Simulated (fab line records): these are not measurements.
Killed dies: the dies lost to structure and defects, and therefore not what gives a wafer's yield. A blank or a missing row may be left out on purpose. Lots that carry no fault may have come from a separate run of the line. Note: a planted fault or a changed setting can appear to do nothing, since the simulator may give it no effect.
2 desks looking at one fault || flow rit cmos || each desk has only its own numbers; what lay behind them comes last

TOOL OWNER'S DESK, furnace-03
The tool's own readings at RIT_ACTIVE_OXIDATION_01 (target thk 46.8 nm, ox time 3360 s): means of the sampled wafers that have a number, for each lot that ran on this tool. Any lot whose mean is over 4 standard deviations away from the usual mean is out of limits and marked OUT; that distance is given in the brackets.
Columns: A = spike tc centre C at RIT_ACTIVE_OXIDATION_01, usual 1002.7 C; B = spike tc load C at RIT_ACTIVE_OXIDATION_01, usual 1027 C; C = spike tc source C at RIT_ACTIVE_OXIDATION_01, usual 1022 C; D = tube center temp C at RIT_ACTIVE_OXIDATION_01, usual 1000 C; E = tube_center_temp_C_max at RIT_ACTIVE_OXIDATION_01, usual 1002.6; F = zone power source pct at RIT_ACTIVE_OXIDATION_01, usual 36.2 %
{"lot": "L356", "first seen here": "day 1 15:21", "A": 1002.6, "B": 1031, "C": 1027, "D": 1000, "E": 1002.5, "F": 35.9}
{"lot": "L357", "first seen here": "day 1 20:07", "A": 1003.1, "B": 1033, "C": 1028, "D": 1000, "E": 1002.3, "F": 35.8}
{"lot": "L365", "first seen here": "day 3 12:19", "A": 1002.6, "B": 1032, "C": 1028, "D": 1000, "E": 1002.8, "F": 35.8}
{"lot": "L366", "first seen here": "day 3 17:39", "A": 1002.8, "B": 1033, "C": 1029, "D": 1000, "E": 1003.1, "F": 35.9}
{"lot": "L369", "first seen here": "day 4 08:07", "A": "1018.3 (+14) OUT", "B": "1048 (+5.8) OUT", "C": "1043 (+5.9) OUT", "D": "1015 (+99 or more) OUT", "E": "1017.0 (+33) OUT", "F": 37.7}
{"lot": "L376", "first seen here": "day 5 19:29", "A": "1018.7 (+15) OUT", "B": "1048 (+5.8) OUT", "C": "1042 (+5.5) OUT", "D": "1015 (+99 or more) OUT", "E": "1017.6 (+35) OUT", "F": 37.2}
Finding of this desk: L369, L376 out of limits; the first was L369 at day 4 08:07, on spike tc centre C at RIT_ACTIVE_OXIDATION_01. L356, L357, L365, L366: within limits.

FROM THE METROLOGY DESK
Means of the sampled wafers that have a number, per lot and without regard to the tool the lot ran on: this is what the gauges read. Any lot whose mean is over 4 standard deviations away from the usual mean is out of limits and marked OUT; that distance is given in the brackets.
Columns: A = ACTIVE_OXIDE_THK at RIT_ACTIVE_THK_MEAS_02, usual 46.8 nm
{"lot": "L355", "first seen here": "day 1 12:03", "A": 46.4}
{"lot": "L356", "first seen here": "day 1 17:17", "A": 48.5}
{"lot": "L357", "first seen here": "day 1 22:05", "A": 47.3}
{"lot": "L360", "first seen here": "day 2 13:13", "A": 47.2}
{"lot": "L361", "first seen here": "day 2 19:05", "A": 46.6}
{"lot": "L362", "first seen here": "day 2 23:03", "A": 47.2}
{"lot": "L363", "first seen here": "day 3 04:03", "A": 46.2}
{"lot": "L365", "first seen here": "day 3 14:14", "A": 46.3}
{"lot": "L366", "first seen here": "day 3 19:35", "A": 47.8}
{"lot": "L369", "first seen here": "day 4 10:04", "A": "55.4 (+11) OUT"}
{"lot": "L375", "first seen here": "day 5 17:02", "A": 46.4}
{"lot": "L376", "first seen here": "day 5 21:25", "A": "53.3 (+8.1) OUT"}
{"lot": "L377", "first seen here": "day 6 02:26", "A": 47.0}
{"lot": "L378", "first seen here": "day 6 07:50", "A": 46.5}
This desk's finding: out of limits on L369, L376; first on L369, day 4 10:04 (ACTIVE_OXIDE_THK at RIT_ACTIVE_THK_MEAS_02). L355, L356, L357, L360, L361, L362, L363, L365, L366, L375, L377, L378: within limits.

ALL TOGETHER
At day 4 08:07, on L369, L376, the tool owner's desk was in a position to raise an alarm.
At day 4 10:04 the metrology desk could have sounded an alarm, on L369, L376.
RIT_ACTIVE_OXIDATION_01 was run on furnace-03 by each of the lots named.

WHAT THE SIMULATOR PUT IN
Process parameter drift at RIT_ACTIVE_OXIDATION_01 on furnace-03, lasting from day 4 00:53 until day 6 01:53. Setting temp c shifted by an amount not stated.
Struck lots among those shown: L369, L376.
Hours from the fault's start to each desk's first reading out of limits: the tool owner's desk, 7; the metrology desk, 9.
